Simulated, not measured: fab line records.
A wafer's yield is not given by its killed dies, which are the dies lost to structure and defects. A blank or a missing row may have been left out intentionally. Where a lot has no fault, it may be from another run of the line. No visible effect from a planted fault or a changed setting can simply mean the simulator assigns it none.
Struck lot and sound lot, side by side / flow rit_cmos / 14 steps out of a route of 202
Sound: wafers L789.2, L789.4, L789.6. Wafers L792.2, L792.5, L792.6 were the ones struck. The cause is given at the end.
At each step with rows: each side's tool, then ch and its chambers, then its first start. Under that, the readings that differ: sound wafers / struck wafers / difference of the means / sigmas: that difference in standard deviations of wafers without a fault.
alike: readings whose means differ by less than 2 such deviations, and words and numbers that are the same on both sides. not compared: withheld readings, readings that some wafer has no value for, bounds like >300 that may hide the same value, and numbers for which the record gives no deviation and whose values overlap.
A row with sigmas, a row that says differs or no value, or rows on one side alone: a step with any of these is where the two part. Numbers that don't overlap but have no deviation are shown without sigmas and don't part them. A reading missing from all wafers of one side parts the sides only when that side holds two or more wafers.

first, 4 steps without rows for these wafers: RIT_NLDD_SOFTBAKE_02 (time 60 s); RIT_NLDD_EXPOSE_03 (exposes mask M7, target cd 40700 nm); RIT_NLDD_PEB_04; RIT_NLDD_DEVELOP_05 (develop time 50 s).
RIT_NLDD_OVL_MEAS_06:
  sound on overlay-01 at day 5 04:02; struck on overlay-02 at day 5 18:55
reading=NLDD_OVL (nm); sound=-1.2 1.1 -0.2; struck=-5.0 -3.4 -5.8; difference=-4.6; sigmas=-2
then, 2 steps without rows for these wafers: RIT_NLDD_HARDBAKE_07 (time 60 s); RIT_NLDD_IMPLANT_08.
RIT_NLDD_STRIP_09: strips in O2, time 180 s.
  sound on plasma_asher-03 ch 0,1, day 5 04:22; struck on plasma_asher-04 ch 0,1, day 5 19:14
  alike: drypump_motor_current_A
  not compared: rf_hours_counter_h
RIT_NLDD_TW_MEAS_10:
  sound on film_metro-02 at day 5 04:34; struck on film_metro-03 at day 5 19:26
  alike: NLDD_TW
then, 3 steps without rows for these wafers: RIT_PLDD_HMDS_00 (prime time 60 s); RIT_PLDD_COAT_01 (resist thk 1000 nm); RIT_PLDD_SOFTBAKE_02 (time 60 s).
RIT_PLDD_EXPOSE_03: exposes mask M8, target cd 40900 nm.
  struck on iline_stepper-02, day 5 19:59; sound on iline_stepper-02 ch 0, day 5 05:04
  no value came back on the struck wafers for exposure_dose_mJ_cm2, focus_offset_nm (nm); on the sound wafers exposure_dose_mJ_cm2 reads 249.72 249.91 250.00
  alike: mask
next, for these wafers, 1 step has no rows: RIT_PLDD_PEB_04.

WHERE THEY PART
First at RIT_NLDD_OVL_MEAS_06; last, within this record, at RIT_PLDD_EXPOSE_03.

WHY: what the simulator had put in
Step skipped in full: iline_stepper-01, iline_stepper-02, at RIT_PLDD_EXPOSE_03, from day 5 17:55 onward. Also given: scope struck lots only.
